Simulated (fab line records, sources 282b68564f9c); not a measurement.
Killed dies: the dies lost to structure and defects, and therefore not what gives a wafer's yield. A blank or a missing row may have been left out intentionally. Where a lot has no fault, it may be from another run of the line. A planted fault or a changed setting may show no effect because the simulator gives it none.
fab line records	flow rit-cmos
record: lots: 6	wafers: 18	last-day: 7
route steps=202 shown ACTIVE@1 FOX1@20 FOX2@23 M1@202
lots with no fault: from the same line, run without faults
start-h: hours from the record's first day to the start of the lot's first wafer shown	wait-h: hours from the lot's prior step to this one	" unchanged from the row above	L1.1+2: one row covering several wafers at once	- either no value or no given start	* or withheld: withheld	< > ~ a bound
route shown NAME@n: NAME is a module with steps in the file, n the number in the route of the first one	usual: average and standard deviation across the fault-free wafers	same: alike in all rows	chamber/n: place in a boat	sites: readings site by site	_std_site: standard deviation of those values	_edge_site: the outer-site mean with the inner-site mean subtracted	radius-mm: for every site, how far away it sits from the centre of the wafer	mask NAME#n: copy n	behind: the last tool/chamber to shape the wafer	hold: what put the lot on hold/how long, in hours/how the hold closed	device: the n, p or np transistor that did not switch	end of line: tests run on the same wafers once the route is complete	step lacking rows: just its recipe	killed: at the first sort, the dies lost to defects and structure; wafer yield is something else	map: shows each die of a wafer: x if killed, . if not, _ if none is there
set.NAME: the setting as run; set.NAME@STEP: as run at that earlier step	model.NAME: the simulator's own value behind a step, which no gauge read
lots seen at some steps along the route; tables by step, rows by wafer
services: from which hour (start-h, from the record's first day; less than 0 if before it) a tool's chamber was out of use, for how many hours, and why
== steps ==
step: RIT_ACTIVE_BOW_MEAS_00
recipe: mode: bow
usual: INCOMING_BOW: 0/6.7
lot.wafer	tool	chamber	start-h	wait-h	INCOMING_BOW[um]
L670.1	film-metro-04	-	25.00	-	-6
L670.3	"	-	"	"	-16
L670.6	"	-	"	"	4
L671.2	film-metro-04	-	30.02	-	6
L671.4	"	-	"	"	5
L671.5	"	-	"	"	1
L673.3	film-metro-04	-	40.04	-	-1
L673.5	"	-	"	"	-4
L673.6	"	-	"	"	-6
L674.1	film-metro-04	-	45.00	-	-8
L674.4	"	-	"	"	7
L674.5	"	-	"	"	6
L688.3	film-metro-04	-	115.04	-	-7
L688.4	"	-	"	"	4
L688.6	"	-	"	"	-3
L689.2	film-metro-03	-	120.02	-	2
L689.4	"	-	"	"	-3
L689.5	"	-	"	"	6
step: RIT_ACTIVE_OXIDATION_01
recipe: temp-c: 1000	ambient: O2	target-thk-a: 468	ox-time-s: 3360
usual: spike-tc-centre-C: 1001.8/2	spike-tc-load-C: 1029.0/2.6	spike-tc-source-C: 1021.7/1.5	tube-center-temp-C: 1000/0.099	tube_center_temp_C_max: 1002.5/0.39	zone-power-load-pct: 33.8/0.53
lot.wafer	tool	chamber	start-h	wait-h	spike-tc-centre-C	spike-tc-load-C	spike-tc-source-C	tube-center-temp-C	tube_center_temp_C_max	zone-power-load-pct	model.SiO2_of_ACTIVE_OXIDATION_01.thk-nm
L670.1	furnace-04	0	26.04	1.0	1002.7	1026.6	1022.0	1000	1001.9	34.3	48.11
L670.3	"	0	"	"	1003.9	1027.4	1021.3	1000.2	1002.8	33.1	49
L670.6	"	0	"	"	1002.3	1026.3	1021.8	1000	1001.9	34.5	48.51
L671.2	furnace-04	0	30.52	0.5	1004.3	1023.4	1021.9	999.92	1002.7	33.8	47.49
L671.4	"	0	"	"	1003.6	1025.8	1022.6	1000	1002.3	33.8	47.31
L671.5	"	0	"	"	1003.7	1026.9	1024.1	1000.2	1003.1	33.5	47.95
L673.3	furnace-04	0	40.12	0.1	1029.4	1051.8	1048.2	1025	1027.5	35.8	58.55
L673.5	"	0	"	"	1030.3	1053.3	1048.1	1025	1027.5	35.7	58.8
L673.6	"	0	"	"	1027.2	1050.7	1048.6	1025.2	1027.4	35.8	58.14
L674.1	furnace-04	0	45.12	0.1	1027.0	1051.3	1046.8	1025.1	1027.3	36.7	59.91
L674.4	"	0	"	"	1028.0	1051.9	1046.7	1025.1	1027.6	36.2	59.8
L674.5	"	0	"	"	1028.6	1052.7	1050.1	1025.2	1026.9	35.8	60.06
L688.3	furnace-03	0	116.61	1.5	1001.2	1030.9	1020.0	999.84	1002.0	34.1	45.75
L688.4	"	0	"	"	1001.7	1033.6	1021.9	1000.1	1002.3	34.3	45.07
L688.6	"	0	"	"	1001.3	1033.7	1020.1	1000.3	1002.8	33.8	45.44
L689.2	furnace-03	0	121.37	1.3	999.9	1030.5	1020.9	1000.1	1002.4	34.2	44.56
L689.4	"	0	"	"	1000.9	1031.1	1021.3	1000	1003.5	34.1	45.65
L689.5	"	0	"	"	1001.0	1030.3	1020.6	999.9	1003.0	33.7	44.7
step: RIT_ACTIVE_THK_MEAS_02
recipe: reads: SiO2_of_ACTIVE_OXIDATION_01
usual: ACTIVE_OXIDE_THK: 47.0/0.93
lot.wafer	tool	chamber	start-h	wait-h	ACTIVE_OXIDE_THK[nm]
L670.1	film-metro-04	-	27.97	0.0	48.1
L670.3	"	-	"	"	49.0
L670.6	"	-	"	"	48.5
L671.2	film-metro-03	-	32.47	0.0	47.5
L671.4	"	-	"	"	47.3
L671.5	"	-	"	"	47.9
L673.3	film-metro-02	-	42.07	0.0	58.5
L673.5	"	-	"	"	58.8
L673.6	"	-	"	"	58.2
L674.1	film-metro-02	-	47.05	0.0	59.9
L674.4	"	-	"	"	59.8
L674.5	"	-	"	"	60.0
L688.3	film-metro-04	-	118.56	0.0	45.8
L688.4	"	-	"	"	45.1
L688.6	"	-	"	"	45.4
L689.2	film-metro-03	-	123.31	0.0	44.6
L689.4	"	-	"	"	45.7
L689.5	"	-	"	"	44.7
step: RIT_ACTIVE_CVD_03
recipe: material: Si3N4	target-thk-nm: 150	temp-c: 810	precursor: SiH2Cl2/NH3	time-s: 1500	pressure-mtorr: 300	sih2cl2-flow-sccm: 60	nh3-flow-sccm: 150
step: RIT_ACTIVE_THK_MEAS_04
recipe: reads: Si3N4_of_ACTIVE_CVD_03
usual: ACTIVE_NITRIDE_THK: 150.2/1.4
lot.wafer	tool	chamber	start-h	wait-h	ACTIVE_NITRIDE_THK[nm]
L670.1	film-metro-04	-	29.45	0.0	150.0
L670.3	"	-	"	"	148.7
L670.6	"	-	"	"	148.2
L671.2	film-metro-04	-	33.94	0.0	151.5
L671.4	"	-	"	"	151.7
L671.5	"	-	"	"	149.2
L673.3	film-metro-04	-	43.55	0.0	149.9
L673.5	"	-	"	"	149.3
L673.6	"	-	"	"	148.6
L674.1	film-metro-04	-	49.91	0.0	149.2
L674.4	"	-	"	"	149.9
L674.5	"	-	"	"	150.6
L688.3	film-metro-04	-	120.04	0.0	151.0
L688.4	"	-	"	"	151.0
L688.6	"	-	"	"	151.8
L689.2	film-metro-03	-	124.79	0.0	151.2
L689.4	"	-	"	"	150.1
L689.5	"	-	"	"	149.6
step: RIT_ACTIVE_HMDS_05
recipe: prime-time-s: 60	prime-temp-c: 140
step: RIT_ACTIVE_COAT_06
recipe: resist: NOVOLAK	spin-rpm: 3250	resist-thk-nm: 1000
step: RIT_ACTIVE_SOFTBAKE_07
recipe: resist: NOVOLAK	temp-c: 90	time-s: 60
step: RIT_ACTIVE_EXPOSE_08
recipe: mask-id: M1	na: 0.6	source-shape: conventional	sigma-outer: 0.6	target-cd-nm: 1400	dose-mj: 225
step: RIT_ACTIVE_PEB_09
recipe: resist: NOVOLAK	temp-c: withheld	time-s: withheld
step: RIT_ACTIVE_DEVELOP_10
recipe: resist: NOVOLAK	develop-time-s: 50	dev-temp-c: 23
step: RIT_ACTIVE_CD_MEAS_11
recipe: target-cd-nm: 1400
usual: cd-nm: 1399.9/2.4
lot.wafer	tool	chamber	start-h	wait-h	cd-nm
L670.1	cd-sem-02	-	30.48	-	1397.5
L670.3	"	-	"	"	1399.4
L670.6	"	-	"	"	1397.8
L671.2	cd-sem-01	-	34.99	-	1400.7
L671.4	"	-	"	"	1398.4
L671.5	"	-	"	"	1400.8
L673.3	cd-sem-02	-	44.48	-	1402.9
L673.5	"	-	"	"	1402.8
L673.6	"	-	"	"	1401.5
L674.1	cd-sem-02	-	50.92	-	1397.6
L674.4	"	-	"	"	1396.4
L674.5	"	-	"	"	1397.8
L688.3	cd-sem-02	-	121.09	-	1398.9
L688.4	"	-	"	"	1399.9
L688.6	"	-	"	"	1399.8
L689.2	cd-sem-02	-	125.83	-	1403.0
L689.4	"	-	"	"	1400.9
L689.5	"	-	"	"	1403.3
step: RIT_ACTIVE_HARDBAKE_12
recipe: resist: NOVOLAK	temp-c: 140	time-s: 60
step: RIT_ACTIVE_ETCH_13
recipe: stop-on: SiO2	chemistry: SF6	target: Si3N4	time-s: 210	over-etch-frac: 0.4	SF6_flow_sccm: 200	pressure-mtorr: 260	rf-w: 125	target-depth-a: 2100
usual: drypump-motor-current-A: 5.8/0.62	oes-product-au: 0.818/0.011	throttle-valve-pct: 7.53/0.1
lot.wafer	tool	chamber	start-h	wait-h	drypump-motor-current-A	oes-product-au	rf-hours-counter-h	throttle-valve-pct
L670.1	rie-diel-02	3	30.75	0.1	6.2	0.818	42	7.59
L670.3	"	0	"	"	6.2	0.813	11	7.47
L670.6	"	3	"	"	6.2	0.812	-	7.61
L671.2	rie-diel-01	1	35.24	0.1	5.2	0.823	150	7.39
L671.4	"	3	"	"	4.9	0.830	127	7.60
L671.5	"	3	"	"	4.9	0.831	-	7.59
L673.3	rie-diel-04	1	44.71	0.1	4.9	0.802	70	7.49
L673.5	"	0	"	"	6.5	0.820	-	7.67
L673.6	"	1	"	"	4.8	0.795	-	7.49
L674.1	rie-diel-02	2	51.35	0.1	6.0	0.823	5	7.44
L674.4	"	3	"	"	6.2	0.819	43	7.59
L674.5	"	1	"	"	5.2	0.814	-	7.37
L688.3	rie-diel-04	0	121.32	0.1	6.6	0.829	7	7.66
L688.4	"	2	"	"	5.3	0.837	130	7.67
L688.6	"	2	"	"	5.3	0.829	-	7.65
L689.2	rie-diel-04	1	126.08	0.1	4.8	0.818	71	7.49
L689.4	"	3	"	"	6.5	0.803	123	7.57
L689.5	"	2	"	"	5.3	0.823	-	7.65
step: RIT_ACTIVE_STRIP_14
recipe: chemistry: O2	time-s: 180	resist: NOVOLAK	platen-temp-c: withheld	power-w: 500	pressure-mtorr: 4000	o2-flow-sccm: 4000
usual: drypump-motor-current-A: 5.7/0.45
lot.wafer	tool	chamber	start-h	wait-h	drypump-motor-current-A	rf-hours-counter-h
L670.1	plasma-asher-02	0	30.89	0.1	5.9	40
L670.3	"	0	"	"	5.9	-
L670.6	"	1	"	"	5.9	-
L671.2	plasma-asher-02	1	35.37	0.1	5.9	40
L671.4	"	0	"	"	5.9	-
L671.5	"	0	"	"	5.9	-
L673.3	plasma-asher-03	1	44.90	0.1	5.2	-
L673.5	"	0	"	"	5.5	-
L673.6	"	1	"	"	5.2	-
L674.1	plasma-asher-02	1	51.48	0.1	5.8	42
L674.4	"	1	"	"	5.9	-
L674.5	"	1	"	"	5.9	-
L688.3	plasma-asher-02	1	121.52	0.1	5.9	-
L688.4	"	0	"	"	5.9	-
L688.6	"	1	"	"	5.9	-
L689.2	plasma-asher-01	1	126.22	0.1	6.6	33
L689.4	"	0	"	"	4.9	-
L689.5	"	0	"	"	4.9	-
step: RIT_ACTIVE_CD_MEAS_90
recipe: target-cd-nm: 1400
usual: cd-nm: 1399.8/2.4
lot.wafer	tool	chamber	start-h	wait-h	cd-nm
L670.1	cd-sem-01	-	31.06	0.1	1397.3
L670.3	"	-	"	"	1398.7
L670.6	"	-	"	"	1397.5
L671.2	cd-sem-02	-	35.57	0.1	1401.1
L671.4	"	-	"	"	1398.3
L671.5	"	-	"	"	1400.7
L673.3	cd-sem-01	-	45.06	0.1	1402.7
L673.5	"	-	"	"	1402.8
L673.6	"	-	"	"	1401.6
L674.1	cd-sem-02	-	51.66	0.1	1397.2
L674.4	"	-	"	"	1397.2
L674.5	"	-	"	"	1397.4
L688.3	cd-sem-01	-	121.67	0.1	1398.9
L688.4	"	-	"	"	1399.7
L688.6	"	-	"	"	1399.9
L689.2	cd-sem-01	-	126.41	0.1	1402.7
L689.4	"	-	"	"	1401.1
L689.5	"	-	"	"	1403.4
step: RIT_ACTIVE_CLEAN_15
recipe: chemistry: SC1	mix: 3:3:50	time-s: 600	temp-c: 75
step: RIT_ACTIVE_CLEAN_16
recipe: chemistry: dHF	dilution: 50:1	time-s: 30
step: RIT_ACTIVE_CLEAN_17
recipe: chemistry: SC2	mix: 3:3:50	time-s: 600	temp-c: 75	dry: n2-spin
step: RIT_FOX1_OXIDATION_00
recipe: temp-c: 1100	ambient: H2O	target-thk-a: 3507	p-h2o-torr: 720	ox-time-s: 1130
step: RIT_FOX1_THK_MEAS_01
recipe: reads: SiO2_of_FOX1_OXIDATION_00
usual: FOX1_OXIDE_THK: 349/7.3
lot.wafer	tool	chamber	start-h	wait-h	FOX1_OXIDE_THK[nm]
L670.1	film-metro-04	-	32.92	0.0	348
L670.3	"	-	"	"	357
L670.6	"	-	"	"	351
L671.2	film-metro-02	-	37.59	0.0	363
L671.4	"	-	"	"	356
L671.5	"	-	"	"	359
L673.3	film-metro-04	-	47.01	0.0	339
L673.5	"	-	"	"	344
L673.6	"	-	"	"	344
L674.1	film-metro-01	-	53.46	0.0	352
L674.4	"	-	"	"	354
L674.5	"	-	"	"	358
L688.3	film-metro-04	-	124.64	0.0	334
L688.4	"	-	"	"	335
L688.6	"	-	"	"	332
L689.2	film-metro-01	-	128.24	0.0	346
L689.4	"	-	"	"	346
L689.5	"	-	"	"	346
step: RIT_FOX1_WET_ETCH_02
recipe: chemistry: BOE	target-depth-nm: 350	time-s: 390	temp-c: 21.5	dry: n2-spin	dilution: 10:1	target: SiO2
step: RIT_FOX2_OXIDATION_00
recipe: temp-c: 1100	ambient: H2O	target-thk-a: 3507	p-h2o-torr: 720	ox-time-s: 1130
step: RIT_FOX2_THK_MEAS_01
recipe: reads: SiO2_of_FOX2_OXIDATION_00
usual: FOX2_OXIDE_THK: 350/6.7
lot.wafer	tool	chamber	start-h	wait-h	FOX2_OXIDE_THK[nm]
L670.1	film-metro-01	-	34.53	0.0	357
L670.3	"	-	"	"	356
L670.6	"	-	"	"	357
L671.2	film-metro-02	-	39.10	0.0	345
L671.4	"	-	"	"	347
L671.5	"	-	"	"	342
L673.3	film-metro-02	-	48.50	0.0	346
L673.5	"	-	"	"	348
L673.6	"	-	"	"	347
L674.1	film-metro-02	-	57.65	0.0	341
L674.4	"	-	"	"	348
L674.5	"	-	"	"	348
L688.3	film-metro-01	-	126.15	0.0	342
L688.4	"	-	"	"	342
L688.6	"	-	"	"	343
L689.2	film-metro-01	-	130.63	0.0	338
L689.4	"	-	"	"	338
L689.5	"	-	"	"	341
step: RIT_FOX2_CLEAN_02
recipe: chemistry: dHF	dilution: 50:1	time-s: 180
step: RIT_FOX2_WET_ETCH_03
recipe: chemistry: H3PO4	target: Si3N4	target-depth-nm: 195	temp-c: 165	time-s: 2700
lot.wafer	tool	chamber	start-h	wait-h	model.SiO2_of_ACTIVE_OXIDATION_01.thk-nm
L670.1	wet-bench-04	1	34.64	0.0	42.16
L670.3	"	1	"	"	43.79
L670.6	"	1	"	"	42.5
L671.2	wet-bench-01	2	39.21	0.0	41.87
L671.4	"	2	"	"	41.74
L671.5	"	2	"	"	42.28
L673.3	wet-bench-01	3	48.60	0.0	51.55
L673.5	"	3	"	"	52.52
L673.6	"	3	"	"	51.18
L674.1	wet-bench-02	0	57.77	0.0	53.16
L674.4	"	0	"	"	52.23
L674.5	"	0	"	"	53.34
L688.3	wet-bench-04	2	126.25	0.0	40.66
L688.4	"	2	"	"	40.04
L688.6	"	2	"	"	40.35
L689.2	wet-bench-02	0	130.74	0.0	39.06
L689.4	"	0	"	"	40.67
L689.5	"	0	"	"	39.85
step: RIT_FOX2_THK_MEAS_90
recipe: reads: SiO2_of_FOX2_OXIDATION_00
usual: FIELD_OXIDE_LEFT_1_THK: 322/6.7
lot.wafer	tool	chamber	start-h	wait-h	FIELD_OXIDE_LEFT_1_THK[nm]
L670.1	film-metro-02	-	35.40	0.0	331
L670.3	"	-	"	"	329
L670.6	"	-	"	"	330
L671.2	film-metro-03	-	39.98	0.0	317
L671.4	"	-	"	"	319
L671.5	"	-	"	"	314
L673.3	film-metro-01	-	49.38	0.0	320
L673.5	"	-	"	"	321
L673.6	"	-	"	"	320
L674.1	film-metro-01	-	58.53	0.0	313
L674.4	"	-	"	"	320
L674.5	"	-	"	"	320
L688.3	film-metro-02	-	127.03	0.0	315
L688.4	"	-	"	"	315
L688.6	"	-	"	"	316
L689.2	film-metro-02	-	131.51	0.0	311
L689.4	"	-	"	"	310
L689.5	"	-	"	"	314
step: RIT_M1_PROBE_99
usual: killed_at_M0_to_M3: 0.0/0.083	killed-at-contacts: 0.1/0.3	killed-at-front-end: 6.9/2.9	killed-dies: 7.0/2.9	killed-open: 3.3/2	killed-short: 3.7/2
same: gross-dies: 264	killed_at_M4_up: 0	killed-at-back-side: 0	killed-at-other: 0
lot.wafer	tool	chamber	start-h	wait-h	killed_at_M0_to_M3	killed-at-contacts	killed-at-front-end	killed-dies	killed-open	killed-short	model.etest.pldd.width-nm	model.etest.nldd.width-nm	model.etest.pplus-sal.width-nm	model.etest.nplus-sal.width-nm	model.etest.nmos_0p3.r-on-ohm-um	model.etest.nmos-narrow.drive-ua-um	model.etest.pmos-narrow.drive-ua-um	model.etest.nmos_0p3.drive-ua-um
L670.1	prober-02	-	72.64	0.1	0	0	6	6	4	2	3149	3142	3429	3436	2192	211.2	98.23	215.1
L670.3	prober-02	-	72.74	0.2	0	0	7	7	7	0	3140	3137	3415	3405	2110	218.3	101.2	226.1
L670.6	prober-02	-	72.89	0.2	0	0	12	12	7	5	3139	3141	3402	3419	2145	215.4	99.49	221.1
L671.2	prober-01	-	79.93	0.1	0	0	7	7	2	5	3168	3162	3463	3439	2163	233	105.6	232.7
L671.4	prober-01	-	80.03	0.2	0	0	7	7	4	3	3175	3182	3443	3457	2158	228.5	103.5	229.9
L671.5	prober-01	-	80.08	0.2	0	0	8	8	3	5	3175	3180	3429	3435	2127	231.4	105.8	231.1
L673.3	prober-01	-	88.58	0.2	0	0	2	2	0	2	3070	3066	3395	3398	2205	194.2	90.93	216.8
L673.5	prober-01	-	88.68	0.2	0	0	6	6	1	5	3052	3055	3405	3388	2221	194.1	88.47	217.1
L673.6	prober-01	-	88.73	0.2	0	0	5	5	2	3	3052	3041	3417	3400	2280	189.6	86.98	210.2
L674.1	prober-02	-	98.65	0.1	0	0	14	14	7	7	3034	3039	3361	3355	2208	185.8	87	212.2
L674.4	prober-02	-	98.80	0.2	0	0	6	6	2	4	3019	3020	3374	3379	2235	186.2	87.84	214.6
L674.5	prober-02	-	98.85	0.2	1	0	12	13	6	7	3010	3008	3375	3393	2278	182.3	85.8	212.8
L688.3	prober-02	-	166.04	0.2	0	0	5	5	3	2	3204	3210	3465	3471	2121	237.6	103.7	232.6
L688.4	prober-02	-	166.09	0.2	0	2	9	11	3	8	3232	3219	3449	3436	2025	249.2	109.6	240.1
L688.6	prober-02	-	166.19	0.2	0	0	7	7	1	6	3208	3228	3478	3468	2087	240.8	105.7	233.8
L689.2	prober-01	-	169.11	0.1	0	0	6	6	4	2	3215	3236	3450	3480	2134	232.8	107.5	226.3
L689.4	prober-01	-	169.21	0.2	0	0	4	4	2	2	3211	3197	3450	3448	2155	226.2	104.9	221.6
L689.5	prober-01	-	169.26	0.2	0	0	2	2	1	1	3222	3209	3480	3474	2134	234.4	107.2	227.8
killed by level:class
L670.1 FOX1:geometric-particle:short=2 GATE:geometric-particle:open=2 FOX1:geometric-particle:open=1 SPACER:geometric-particle:open=1
L670.3 GATE:geometric-particle:open=4 FOX2:geometric-particle:open=2 SILICIDE:geometric-particle:open=1
L670.6 REOX:geometric-particle:open=3 GATE:geometric-particle:short=2 SPACER:geometric-particle:open=2 FOX1:geometric-particle:open=1 FOX2:geometric-particle:short=1 SPACER:geometric-particle:short=1 SILICIDE:geometric-particle:open=1 SILICIDE:geometric-particle:short=1
L671.2 FOX2:geometric-particle:short=3 SILICIDE:geometric-particle:short=2 GATE:geometric-particle:open=1 REOX:geometric-particle:open=1
L671.4 FOX2:geometric-particle:open=2 FOX1:geometric-particle:short=1 GATE:geometric-particle:open=1 GATE:geometric-particle:short=1 SPACER:geometric-particle:short=1 SILICIDE:geometric-particle:open=1
L671.5 FOX2:geometric-particle:short=3 FOX1:geometric-particle:open=1 GATE:geometric-particle:open=1 REOX:geometric-particle:short=1 SPACER:geometric-particle:short=1 SPACER:geometric-particle:open=1
L673.3 FOX2:geometric-particle:short=1 SPACER:geometric-particle:short=1
L673.5 REOX:geometric-particle:short=2 SILICIDE:geometric-particle:short=2 FOX1:geometric-particle:short=1 FOX1:geometric-particle:open=1
L673.6 FOX1:geometric-particle:short=2 FOX2:geometric-particle:open=1 REOX:geometric-particle:open=1 SILICIDE:geometric-particle:short=1
L674.1 REOX:geometric-particle:short=3 GATE:geometric-particle:open=2 REOX:geometric-particle:open=2 FOX1:geometric-particle:short=1 FOX1:geometric-particle:open=1 FOX2:geometric-particle:open=1 GATE:geometric-particle:short=1 SPACER:geometric-particle:short=1
L674.4 GATE:geometric-particle:short=2 FOX2:geometric-particle:short=1 REOX:geometric-particle:short=1 REOX:geometric-particle:open=1 SILICIDE:geometric-particle:open=1
L674.5 GATE:geometric-particle:open=3 GATE:geometric-particle:short=3 REOX:geometric-particle:short=3 REOX:geometric-particle:open=3 M1:geometric-particle:short=1
L688.3 GATE:geometric-particle:open=3 GATE:geometric-particle:short=1 SPACER:geometric-particle:short=1
L688.4 SPACER:geometric-particle:short=3 GATE:geometric-particle:short=2 GATE:geometric-particle:open=2 CONTACT:geometric-particle:short=2 REOX:geometric-particle:short=1 SPACER:geometric-particle:open=1
L688.6 GATE:geometric-particle:short=4 SPACER:geometric-particle:short=2 SPACER:geometric-particle:open=1
L689.2 SILICIDE:geometric-particle:open=2 FOX2:geometric-particle:open=1 GATE:geometric-particle:short=1 SPACER:geometric-particle:open=1 SILICIDE:geometric-particle:short=1
L689.4 SPACER:geometric-particle:short=2 FOX2:geometric-particle:open=1 GATE:geometric-particle:open=1
L689.5 FOX1:geometric-particle:open=1 FOX1:geometric-particle:short=1
== services ==
tool	chamber	start-h	hours	kind
rie-diel-01	3	8.05	20.3	repair
rie-diel-04	-	9.98	0.3	repair
plasma-asher-03	-	19.09	12.5	repair
wet-bench-01	-	26.94	3.8	repair
plasma-asher-01	-	29.87	3.1	repair
plasma-asher-03	-	31.62	2.8	pm
wet-bench-04	-	36.94	4.4	pm
plasma-asher-02	-	46.64	0.4	repair
rie-diel-01	-	57.16	2.8	pm
furnace-04	-	63.47	2.3	pm
plasma-asher-01	-	78.99	1.2	repair
furnace-04	-	85.53	4.5	pm
rie-diel-02	3	87.01	1.5	repair
rie-diel-01	0	94.53	-	clean
rie-diel-01	0	94.53	21.7	scheduled-down
rie-diel-01	0	94.53	21.7	vent-cycle
plasma-asher-01	-	101.44	14.6	pm
plasma-asher-02	-	103.31	2.4	repair
rie-diel-04	3	126.81	10.0	repair
== key ==
first-sign: step: RIT_ACTIVE_OXIDATION_01	reading: tube-center-temp-C	direction: up	sigmas: 99+	usual: *	struck: *
effect: step: RIT_ACTIVE_OXIDATION_01	reading: tube_center_temp_C_max	direction: up	sigmas: 64	usual: *	struck: *
effect: step: RIT_ACTIVE_THK_MEAS_02	reading: ACTIVE_OXIDE_THK	direction: up	sigmas: 13	usual: 47.0	struck: 59.2
model-effect: step: RIT_ACTIVE_OXIDATION_01	value: SiO2_of_ACTIVE_OXIDATION_01.thk-nm	without: 46.77	struck: 59.21
model-effect: step: RIT_FOX2_WET_ETCH_03	value: SiO2_of_ACTIVE_OXIDATION_01.thk-nm	without: 41.26	struck: 52.33
model-effect: step: RIT_M1_PROBE_99	value: etest.pldd.width-nm	without: 3183	struck: 3040
met-at RIT_ACTIVE_OXIDATION_01
struck-wafers L673.3,L673.5,L673.6,L674.1,L674.4,L674.5
tester-left-out L673,L674
onset-between 30.52 40.12
fault: kind: process-parameter-drift	tool: furnace-04	chamber: -	onset-h: 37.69	steps: RIT_ACTIVE_OXIDATION_01	channel: temp-c	offset: *	shape: step	end-h: 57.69	acts-in: *	stated: *
tester-left-out: of these lots the tester's yield and bins aren't shown, on N5 and GAA mostly nor the transistor test; their killed dies are dies lost to structure and defects alone, not to doping, threshold or leakage, so they don't give the yield
